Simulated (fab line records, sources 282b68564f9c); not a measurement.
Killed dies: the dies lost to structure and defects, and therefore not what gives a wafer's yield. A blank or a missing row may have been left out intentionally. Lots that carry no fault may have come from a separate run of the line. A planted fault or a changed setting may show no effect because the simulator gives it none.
A lot that was struck, set against a sound lot    flow rit-cmos    34 out of 202 route steps
Sound: wafers L915.2, L915.4, L915.5. Wafers L921.1, L921.2, L921.4 were the ones struck. Last of all comes the cause.
Per side, at each step with rows, come the tool, then ch with its chambers, and then its first start. Under that, the readings that differ: sound wafers    struck wafers    difference of the means    sigmas: that difference in standard deviations of wafers without a fault.
alike: same words and numbers on both sides, and readings whose means sit less than 2 such deviations apart. not compared: any withheld reading, any reading some wafer has no value for, any bound like >300 that may hide the same value, and any number with overlapping values for which the record gives no deviation.
The two part at a step that has a row with sigmas, a row that says differs or no value, or rows on one side only. Numbers that have no deviation but don't overlap get no sigmas and don't part them. A reading that every wafer of one side lacks parts them only if that side has two wafers or more.

first, 2 steps without rows for these wafers: RIT_SPACER_CLEAN_02 (cleans in SC2, time 600 s); RIT_SPACER_CVD_03 (deposits Si3N4 from SiH2Cl2/NH3, target thk 250 nm, time 3300 s).
RIT_SPACER_THK_MEAS_04:
  sound on film-metro-02, day 4 06:53; struck on film-metro-02, day 5 14:52
  alike: SPACER_NITRIDE_THK
RIT_SPACER_ETCHBACK_05: etches Si3N4 in SF6/CHF3, stops on SiO2, target depth 250 nm, time 240 s.
  sound on rie-diel-02 ch 0,2,3, day 4 06:56; struck on rie-diel-04 ch 1,3, day 5 14:56
  alike: chamber-pressure-mTorr, drypump-motor-current-A, oes-product-au, throttle-valve-pct
  not compared: rf-hours-counter-h
then, 6 steps without rows for these wafers: RIT_NSD_HMDS_00 (prime time 60 s); RIT_NSD_COAT_01 (resist thk 1000 nm); RIT_NSD_SOFTBAKE_02 (time 60 s); RIT_NSD_EXPOSE_03 (exposes mask M9, target cd 40700 nm); RIT_NSD_PEB_04; RIT_NSD_DEVELOP_05 (develop time 50 s).
RIT_NSD_OVL_MEAS_06:
  sound on overlay-01, day 4 07:56; struck on overlay-01, day 5 16:03
  alike: NSD_OVL
then, 1 step without rows for these wafers: RIT_NSD_HARDBAKE_07 (time 60 s).
RIT_NSD_IMPLANT_08:
  sound on implanter-02 ch 0, day 4 08:09; struck on implanter-02 ch 0, day 5 16:14
reading                           sound                            struck                            difference   sigmas
dose-ions-cm2                     9.993e+14 1.0011e+15 1.0011e+15  1.8601e+15 1.8608e+15 1.8617e+15  +8.6037e+14  +99 or more
end-station-pressure-torr (Torr)  7.8e-06 7.5e-06 7.4e-06          9.1e-06 1.03e-05 1.1e-05          +2.6e-06     +6
faraday-current-uA                3081 3026 3147                   5857 5802 5625                    +2677        +40
  alike: beam-on-s
RIT_NSD_STRIP_09: strips in O2, time 180 s.
  sound on plasma-asher-03 ch 0,1, day 4 08:16; struck on plasma-asher-03 ch 0,1, day 5 16:23
  alike: chamber-pressure-mTorr, drypump-motor-current-A, o2-flow-sccm
  not compared: rf-hours-counter-h
RIT_NSD_TW_MEAS_10:
  sound on film-metro-03, day 4 08:28; struck on film-metro-01, day 5 16:34
reading  sound           struck          difference  sigmas
NSD_TW   3145 3148 3165  3537 3528 3540  +382        +11
then, 6 steps without rows for these wafers: RIT_PSD_HMDS_00 (prime time 60 s); RIT_PSD_COAT_01 (resist thk 1000 nm); RIT_PSD_SOFTBAKE_02 (time 60 s); RIT_PSD_EXPOSE_03 (exposes mask M10, target cd 40900 nm); RIT_PSD_PEB_04; RIT_PSD_DEVELOP_05 (develop time 50 s).
RIT_PSD_OVL_MEAS_06:
  sound on overlay-02, day 4 09:41; struck on overlay-01, day 5 17:39
  alike: PSD_OVL
then, 2 steps without rows for these wafers: RIT_PSD_HARDBAKE_07 (time 60 s); RIT_PSD_IMPLANT_08.
RIT_PSD_STRIP_09: strips in O2, time 180 s.
  sound on plasma-asher-04 ch 0,1, day 4 10:01; struck on plasma-asher-04 ch 0,1, day 5 17:59
  alike: chamber-pressure-mTorr, drypump-motor-current-A, o2-flow-sccm
  not compared: rf-hours-counter-h
RIT_PSD_TW_MEAS_10:
  sound on film-metro-04, day 4 10:12; struck on film-metro-04, day 5 18:10
  alike: PSD_TW
then, 3 steps without rows for these wafers: RIT_SDANNEAL_CLEAN_00 (cleans in SC1, time 600 s); RIT_SDANNEAL_CLEAN_01 (cleans in dHF, time 30 s); RIT_SDANNEAL_CLEAN_02 (cleans in SC2, time 600 s).
RIT_SDANNEAL_RTA_03: time 5 s.
  sound on rtp-anneal-01 ch 0, day 4 10:37; struck on rtp-anneal-01 ch 0, day 5 18:47
  alike: wafer_temp_C_max
RIT_SDANNEAL_RS_MEAS_04: measurement is done with a four-point probe.
  sound on film-metro-04, day 4 10:41; struck on film-metro-04, day 5 18:51
  alike: PSD_RS
RIT_SDANNEAL_RS_MEAS_05: measurement is done with a four-point probe.
  sound on film-metro-04, day 4 10:49; struck on film-metro-04, day 5 18:58
reading          sound           struck          difference  sigmas
NSD_RS (ohm/sq)  84.9 84.2 84.5  54.2 54.4 54.3  -30.2       -92
RIT_SDANNEAL_RS_MEAS_06: measurement is done with a four-point probe.
  sound on film-metro-04, day 4 10:56; struck on film-metro-04, day 5 19:05
  alike: PLDD_RS
RIT_M1_PROBE_99:
  sound on prober-01, day 4 18:17; struck on prober-01, day 6 02:38
reading                               sound              struck             difference  sigmas
model.etest.nmos_0p3.r-on-ohm-um      2158 2169 2178     1992 1970 1978     -188        
model.etest.nmos_0p15.r-on-ohm-um     1131 1142 1134     1034 1016 1025     -111        
model.etest.nmos_0p15.drive-ua-um     491.2 470.3 473.3  493.4 507.1 496.3  +20.7       
model.etest.nmos-narrow.drive-ua-um   223.4 217.5 216.7  238.1 247.1 233.8  +20.5       
model.etest.nmos_0p3.drive-ua-um      229.4 226.8 226    245.4 251.8 246.6  +20.5       
model.etest.contact-nplus.end-ohm-um  43.9 41.82 42.32   20.67 19.46 20     -22.64      
model.etest.npoly-line.line-ohm-um    173 162.8 167      155.2 159.4 157.1  -10.4       
model.etest.npoly-line.rs-ohm-sq      16.43 16.49 16.39  15.7 15.97 16.01   -0.5        
  alike: killed-at-contacts, killed-at-front-end, killed-dies, killed-open, killed-short

WHERE THEY PART
First at RIT_NSD_IMPLANT_08; last, within this record, at RIT_SDANNEAL_RS_MEAS_05. Later steps at which nothing parts them and some readings are alike: RIT_SDANNEAL_RS_MEAS_06, RIT_M1_PROBE_99.

WHY: whatever the simulator had introduced
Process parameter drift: implanter-02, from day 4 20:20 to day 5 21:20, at RIT_NSD_IMPLANT_08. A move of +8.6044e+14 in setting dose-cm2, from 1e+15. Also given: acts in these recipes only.
